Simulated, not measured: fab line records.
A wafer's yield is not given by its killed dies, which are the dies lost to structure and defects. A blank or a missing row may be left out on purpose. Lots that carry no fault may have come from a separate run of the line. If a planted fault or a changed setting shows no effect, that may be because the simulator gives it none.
Which tool was responsible? / flow berkeleyCmos170 / 14 lots with 42 wafers sampled at 3 steps, on a route of 331 steps

## WHAT THE GAUGES READ, wafer by wafer
UCB170_SDANNEAL_RS_MEAS_02: uses a four-point probe to measure.
lot=L234; measured=day 6 01:04; on=filmMetro-02; PSD_RS (ohm/sq)=75.9 76.1 76.0
lot=L236; measured=day 6 14:30; on=filmMetro-01; PSD_RS (ohm/sq)=75.7 75.5 75.4
lot=L235; measured=day 6 15:02; on=filmMetro-01; PSD_RS (ohm/sq)=75.5 75.6 75.3
lot=L237; measured=day 7 05:07; on=filmMetro-02; PSD_RS (ohm/sq)=75.4 75.5 75.5
lot=L239; measured=day 7 05:18; on=filmMetro-03; PSD_RS (ohm/sq)=74.8 75.0 75.1
lot=L240; measured=day 7 05:32; on=filmMetro-01; PSD_RS (ohm/sq)=75.3 75.4 75.5
lot=L241; measured=day 7 16:46; on=filmMetro-03; PSD_RS (ohm/sq)=75.8 75.7 75.6
lot=L242; measured=day 8 14:47; on=filmMetro-02; PSD_RS (ohm/sq)=75.1 75.2 75.2
lot=L244; measured=day 8 20:09; on=filmMetro-03; PSD_RS (ohm/sq)=75.3 75.8 75.5
lot=L247; measured=day 8 23:34; on=filmMetro-03; PSD_RS (ohm/sq)=75.8 75.8 75.6
lot=L246; measured=day 9 00:02; on=filmMetro-01; PSD_RS (ohm/sq)=75.6 75.2 75.4
lot=L253; measured=day 10 22:46; on=filmMetro-03; PSD_RS (ohm/sq)=75.4 75.4 75.2
lot=L255; measured=day 11 08:08; on=filmMetro-01; PSD_RS (ohm/sq)=75.2 75.3 75.3
lot=L256; measured=day 11 08:09; on=filmMetro-03; PSD_RS (ohm/sq)=75.6 75.8 75.6

UCB170_SDANNEAL_RS_MEAS_05: uses a four-point probe to measure.
lot=L234; measured=day 6 01:26; on=filmMetro-02; NLDD_RS (ohm/sq)=615.9 616.3 616.0
lot=L236; measured=day 6 14:52; on=filmMetro-01; NLDD_RS (ohm/sq)=615.7 614.3 613.7
lot=L235; measured=day 6 15:24; on=filmMetro-01; NLDD_RS (ohm/sq)=613.6 614.1 615.5
lot=L237; measured=day 7 05:29; on=filmMetro-02; NLDD_RS (ohm/sq)=615.7 615.7 616.7
lot=L239; measured=day 7 05:40; on=filmMetro-03; NLDD_RS (ohm/sq)=616.1 616.5 616.9
lot=L240; measured=day 7 05:54; on=filmMetro-01; NLDD_RS (ohm/sq)=614.0 614.1 613.8
lot=L241; measured=day 7 17:07; on=filmMetro-03; NLDD_RS (ohm/sq)=616.5 618.5 617.0
lot=L242; measured=day 8 15:08; on=filmMetro-02; NLDD_RS (ohm/sq)=613.9 614.6 614.1
lot=L244; measured=day 8 20:31; on=filmMetro-03; NLDD_RS (ohm/sq)=614.6 617.1 615.0
lot=L247; measured=day 8 23:55; on=filmMetro-03; NLDD_RS (ohm/sq)=613.9 616.5 614.2
lot=L246; measured=day 9 00:24; on=filmMetro-01; NLDD_RS (ohm/sq)=613.5 614.1 614.2
lot=L253; measured=day 10 23:07; on=filmMetro-03; NLDD_RS (ohm/sq)=616.1 615.8 615.7
lot=L255; measured=day 11 08:29; on=filmMetro-01; NLDD_RS (ohm/sq)=613.8 615.2 616.0
lot=L256; measured=day 11 08:31; on=filmMetro-03; NLDD_RS (ohm/sq)=615.5 616.5 613.6

UCB170_V1_BOW_MEAS_03.
lot=L234; measured=day 6 13:00; on=filmMetro-02; V1_BOW (um)=18 26 16
lot=L236; measured=day 7 06:59; on=filmMetro-01; V1_BOW (um)=11 16 21
lot=L235; measured=day 7 06:42; on=filmMetro-02; V1_BOW (um)=14 30 23
lot=L237; measured=day 7 22:28; on=filmMetro-01; V1_BOW (um)=18 16 18
lot=L239; measured=day 7 22:25; on=filmMetro-04; V1_BOW (um)=28 17 25
lot=L240; measured=day 7 22:43; on=filmMetro-04; V1_BOW (um)=18 13 8
lot=L241; measured=day 8 06:17; on=filmMetro-02; V1_BOW (um)=12 15 31
lot=L242; measured=day 9 03:08; on=filmMetro-01; V1_BOW (um)=10 21 30
lot=L244; measured=day 9 10:48; on=filmMetro-04; V1_BOW (um)=20 23 11
lot=L247; measured=day 9 10:33; on=filmMetro-04; V1_BOW (um)=18 21 18
lot=L246; measured=day 9 15:34; on=filmMetro-01; V1_BOW (um)=12 24 15
lot=L253; measured=day 11 15:44; on=filmMetro-01; V1_BOW (um)=23 15 21
lot=L255; measured=day 11 21:52; on=filmMetro-01; V1_BOW (um)=21 25 15
lot=L256; measured=day 11 21:35; on=filmMetro-04; V1_BOW (um)=20 7 13

## TOOL THAT RAN EACH LOT (tool first, then ch and the chambers of the sampled wafers, then the start)
There is no process step in the record ahead of these readings.

## AS READ BY THE TOOLS THEMSELVES (means over the sampled wafers that have a number; for cases with no such wafer, the mark the record gives instead)
The record holds no such reading with a usual standard deviation.

## THE ANSWER, worked out from the rows above alone
Rule: what is usual is taken from the lots themselves. Put in order of their means at a reading, lots are off if they are a third of the lots or fewer, leave a main group of 4 or more, and stand apart from it by a gap of 3 or more times the standard deviation of the main group's means; of several such gaps the widest counts. A main group is skipped when, at the precision printed for the reading in the tables above, its means are all equal. A lot without any number at a reading at which 4 lots or more have one is off too. The other lots that the step has rows for count as sound. After the gauges, taken in route order, come the tools' own readings; for these a lot's mean is taken, as printed above. The first step at which some lot is off is used, and at that step the reading that is off furthest; a lot without a number counts as furthest.
Across all readings shown, no lot is off: no conclusion can be drawn from this.

## WHAT THE SIMULATOR HAD INSERTED
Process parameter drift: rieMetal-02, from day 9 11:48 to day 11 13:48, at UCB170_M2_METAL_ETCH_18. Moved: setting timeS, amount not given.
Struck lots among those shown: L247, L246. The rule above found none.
